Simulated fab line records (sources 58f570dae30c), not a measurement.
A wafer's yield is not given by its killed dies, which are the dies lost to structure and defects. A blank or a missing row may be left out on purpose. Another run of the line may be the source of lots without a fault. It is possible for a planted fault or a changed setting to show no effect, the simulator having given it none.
Which tool is to blame? | flow berkeley cmos170 | Sampling: 7 lots, 21 wafers, 3 of 331 route steps

## WHAT EACH GAUGE READ, for each wafer
UCB170_V2_CD_MEAS_90 targets a cd of 700 nm.
lot  | measured     | on        | cd nm (nm)
L672 | day 8 00:01  | cd sem-01 | 699.4 698.3 696.8
L677 | day 8 22:30  | cd sem-02 | 702.6 702.0 699.5
L680 | day 9 01:28  | cd sem-01 | 700.2 697.8 700.5
L683 | day 10 12:04 | cd sem-02 | 703.0 702.9 701.7
L684 | day 10 17:25 | cd sem-01 | 700.6 700.9 699.8
L691 | day 11 02:04 | cd sem-02 | 700.0 698.9 701.8
L692 | day 11 21:12 | cd sem-01 | 701.0 700.6 701.5

## TOOL THAT RAN EACH LOT (tool first, then ch and the chambers of the sampled wafers, then the start)
lot  | UCB170_M2_ETCH_17                  | UCB170_V2_ETCH_14
L672 | rie diel-02 ch 0,3, day 7 20:11    | rie diel-02 ch 1,2,3, day 7 23:43
L677 | rie diel-03 ch 2,3, day 8 19:55    | rie diel-02 ch 1,2,3, day 8 22:13
L680 | rie diel-01 ch 0,1,3, day 8 22:48  | rie diel-04 ch 0,1,2, day 9 01:10
L683 | rie diel-02 ch 1,2,3, day 10 08:29 | rie diel-03 ch 1,2,3, day 10 11:43
L684 | rie diel-03 ch 2,3, day 10 14:30   | rie diel-04 ch 0,1,2, day 10 17:07
L691 | rie diel-02 ch 1,2, day 10 22:30   | rie diel-04 ch 0,2,3, day 11 01:46
L692 | rie diel-02 ch 0,1,2, day 11 18:15 | rie diel-02 ch 1,2, day 11 20:55
- UCB170_M2_ETCH_17: etches BARC in N2/H2.
- UCB170_V2_ETCH_14: etches SiO2 in CHF3/CF4/Ar, stops on Al, target depth 1250 nm, time 291 s.

## THE ANSWER, worked out from the rows above alone
Rule: usual is defined by the lots themselves. The widest of any qualifying gaps counts: lots, ordered by their means at a reading, are off when they make up no more than a third of the lots, leave a main group of 4 or more, and stand apart from it by 3 or more times the standard deviation of that group's means. If all means in a main group match to the digits the tables above print for the reading, that group is not used. A lot without any number at a reading at which 4 lots or more have one is off too. Where the step has rows for the other lots, those lots are counted as sound.
No lot is off on any of the readings shown, so nothing can be concluded from this.

## WHAT WAS PUT IN BY THE SIMULATOR
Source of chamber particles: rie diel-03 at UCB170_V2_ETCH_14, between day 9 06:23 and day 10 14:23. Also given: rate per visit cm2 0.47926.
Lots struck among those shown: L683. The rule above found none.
